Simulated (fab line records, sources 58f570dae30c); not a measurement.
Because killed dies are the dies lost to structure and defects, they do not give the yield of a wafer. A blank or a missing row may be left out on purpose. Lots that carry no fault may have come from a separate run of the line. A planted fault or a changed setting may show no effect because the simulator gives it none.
Tool commonality check	flow berkeley_cmos170	Sampled: 14 lots, 42 wafers

== WHY IT WAS OPENED ==
At UCB170_SDANNEAL_RS_MEAS_02 the reading PSD_RS is flagged on 2 of 14 lots. No-fault wafers: 75.6 ohm/sq, standard deviation 0.33.
Rule: a lot is flagged in two cases, either no wafer of it has a number, or all its wafers with numbers fall more than 4 standard deviations from that mean. All remaining lots are regarded as sound.

lot	measured	on	PSD_RS (ohm/sq), wafer by wafer	flag
L235	day 7 20:18	film_metro-01	75.8 75.8 75.8	
L234	day 7 20:56	film_metro-01	76.0 75.6 75.5	
L238	day 8 05:34	film_metro-03	75.3 75.3 75.8	
L236	day 8 06:07	film_metro-03	75.0 75.4 75.2	
L237	day 8 06:17	film_metro-01	75.6 75.4 75.4	
L239	day 9 14:44	film_metro-04	96.6 96.8 96.9	FLAGGED
L243	day 9 14:56	film_metro-01	75.7 75.4 75.5	
L241	day 9 15:10	film_metro-03	96.5 96.5 96.6	FLAGGED
L244	day 10 14:27	film_metro-04	75.8 76.0 76.1	
L250	day 11 13:21	film_metro-01	76.0 75.8 76.0	
L253	day 12 02:22	film_metro-01	76.0 76.0 75.7	
L255	day 12 19:34	film_metro-01	76.3 75.9 76.0	
L256	day 12 20:00	film_metro-03	75.2 75.4 75.5	
L257	day 12 20:22	film_metro-01	75.8 76.2 76.2	
The mean of the flagged lots' numbers is 96.7 ohm/sq, +21.1 ohm/sq from the usual (+64 standard deviations).

== WHICH TOOL RAN EACH LOT ==
The record holds 2 process steps before the reading, out of a route of 331 steps. In each cell: the tool, then ch and the chambers that the sampled wafers went through, then the start.
lot	flag	UCB170_PLDD_STRIP_10	UCB170_SDANNEAL_RTA_01
L235		plasma_asher-02 ch 0,1, day 7 07:58	rtp_anneal-01 ch 0, day 7 20:11
L234		plasma_asher-04 ch 0,1, day 7 07:29	rtp_anneal-02 ch 0, day 7 20:53
L238		plasma_asher-04 ch 0,1, day 7 13:28	rtp_anneal-02 ch 0, day 8 05:29
L236		plasma_asher-02 ch 0,1, day 7 13:45	rtp_anneal-02 ch 0, day 8 06:02
L237		plasma_asher-01 ch 0, day 7 15:01	rtp_anneal-01 ch 0, day 8 06:13
L239	FLAGGED	plasma_asher-02 ch 0, day 9 00:40	rtp_anneal-02 ch 0, day 9 14:40
L243		plasma_asher-01 ch 0,1, day 9 01:41	rtp_anneal-01 ch 0, day 9 14:52
L241	FLAGGED	plasma_asher-01 ch 0,1, day 9 00:56	rtp_anneal-02 ch 0, day 9 15:07
L244		plasma_asher-01 ch 0,1, day 10 01:59	rtp_anneal-01 ch 0, day 10 14:23
L250		plasma_asher-01 ch 0,1, day 10 20:55	rtp_anneal-01 ch 0, day 11 13:18
L253		plasma_asher-04 ch 0,1, day 11 10:28	rtp_anneal-01 ch 0, day 12 02:18
L255		plasma_asher-01 ch 0,1, day 12 06:55	rtp_anneal-02 ch 0, day 12 19:30
L256		plasma_asher-02 ch 0,1, day 12 07:03	rtp_anneal-01 ch 0, day 12 19:56
L257		plasma_asher-02 ch 0,1, day 12 07:28	rtp_anneal-02 ch 0, day 12 20:18
What is done by these steps:
- UCB170_PLDD_STRIP_10: strips in O2.
- UCB170_SDANNEAL_RTA_01: time 5 s.
- UCB170_SDANNEAL_RS_MEAS_02: measures by four-point-probe.

== FLAGGED AGAINST TOTAL, ONE TOOL AT A TIME (gauges that did the reading follow at the end) ==
step	tool	lots run	flagged	share of the flagged lots	sound lots run after its first flagged lot
UCB170_PLDD_STRIP_10	plasma_asher-01	6	1	some	4 (L243,L244,L250,L255)
UCB170_PLDD_STRIP_10	plasma_asher-02	5	1	some	2 (L256,L257)
UCB170_PLDD_STRIP_10	plasma_asher-04	3	0	none	-
UCB170_SDANNEAL_RTA_01	rtp_anneal-01	7	0	none	-
UCB170_SDANNEAL_RTA_01	rtp_anneal-02	7	2	all	2 (L255,L257)
UCB170_SDANNEAL_RS_MEAS_02	film_metro-01	8	0	none	-
UCB170_SDANNEAL_RS_MEAS_02	film_metro-03	4	1	some	1 (L256)
UCB170_SDANNEAL_RS_MEAS_02	film_metro-04	2	1	some	1 (L244)

== THE TABLE: WHAT IT ALLOWS ==
Rows of the table that ran each flagged lot: 1, that is rtp_anneal-02 at UCB170_SDANNEAL_RTA_01.
- rtp_anneal-02 at UCB170_SDANNEAL_RTA_01: 2 of its 7 lots flagged. Sound lots followed the first flagged one (L255, L257) on it, something a lasting fault affecting the whole tool could not allow. Its own readings lie more than 4 standard deviations out on every wafer of the flagged lots: lamp_power_pct, wafer_temp_C_max.
There is no row in the table that ran each flagged lot and no sound lot after the first.

== WHAT THE SIMULATOR HAD INSERTED ==
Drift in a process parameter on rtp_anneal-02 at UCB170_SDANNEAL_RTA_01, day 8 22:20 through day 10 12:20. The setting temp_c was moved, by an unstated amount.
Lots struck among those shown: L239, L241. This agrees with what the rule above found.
